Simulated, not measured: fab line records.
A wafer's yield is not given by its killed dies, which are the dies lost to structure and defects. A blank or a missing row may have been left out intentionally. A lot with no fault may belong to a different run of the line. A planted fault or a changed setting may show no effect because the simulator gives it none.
One fault through the eyes of 2 desks | flow berkeley-cmos170 | numbers are kept per desk, each desk with only its own; the story behind them comes last

== FOR THE TOOL OWNER'S DESK: rie-metal-03 ==
The tool's own readings at UCB170_M1_METAL_ETCH_12 (etches Al in Cl2/BCl3, stops on PSG, target depth 780 nm, time 130 s): means of the sampled wafers that have a number, for each lot that ran on this tool. Any lot whose mean is over 4 standard deviations away from the usual mean is out of limits and marked OUT; that distance is given in the brackets.
Columns: A = bias-w at UCB170_M1_METAL_ETCH_12, usual 119.9 W; B = chamber-pressure-mTorr at UCB170_M1_METAL_ETCH_12, usual 12.000 mTorr; C = drypump-motor-current-A at UCB170_M1_METAL_ETCH_12, usual 6.0 A; D = mfc-cl2-sccm at UCB170_M1_METAL_ETCH_12, usual 90.00 sccm; E = oes-product-au at UCB170_M1_METAL_ETCH_12, usual 0.855 a.u.; F = throttle-valve-pct at UCB170_M1_METAL_ETCH_12, usual 24.32 %
lot  | first seen here | A     | B      | C   | D     | E     | F
L775 | day 7 16:34     | 119.9 | 11.990 | 6.2 | 90.05 | 0.844 | 24.44
L777 | day 8 07:37     | 119.8 | 11.999 | 6.1 | 90.29 | 0.842 | 24.44
L783 | day 10 04:56    | 119.7 | 11.999 | 6.2 | 89.88 | 0.852 | 24.43
This desk found nothing out of limits on any of the 3 lots.

== METROLOGY DESK ==
What the gauges read, lot by lot, whatever tool the lot ran on: means of the sampled wafers that have a number. Any lot whose mean is over 4 standard deviations away from the usual mean is out of limits and marked OUT; that distance is given in the brackets.
Columns: A = M3_AL_THK at UCB170_M3_THK_MEAS_03, usual 936 nm
lot  | first seen here | A
L771 | day 7 00:30     | 938
L773 | day 8 05:19     | 932
L775 | day 8 05:49     | 936
L774 | day 8 05:57     | 933
L777 | day 9 02:25     | 933
L783 | day 10 16:26    | 950
L786 | day 10 17:59    | 926
L787 | day 11 02:12    | 936
L790 | day 11 17:28    | 934
L789 | day 11 17:46    | 928
L794 | day 12 01:04    | 921
L793 | day 12 02:06    | 951
L792 | day 12 05:09    | 937
This desk found nothing out of limits on any of the 13 lots.

== PUT TOGETHER ==
The tool owner's desk saw nothing out of limits.
The metrology desk saw nothing out of limits.

== WHAT THE SIMULATOR HAD INSERTED ==
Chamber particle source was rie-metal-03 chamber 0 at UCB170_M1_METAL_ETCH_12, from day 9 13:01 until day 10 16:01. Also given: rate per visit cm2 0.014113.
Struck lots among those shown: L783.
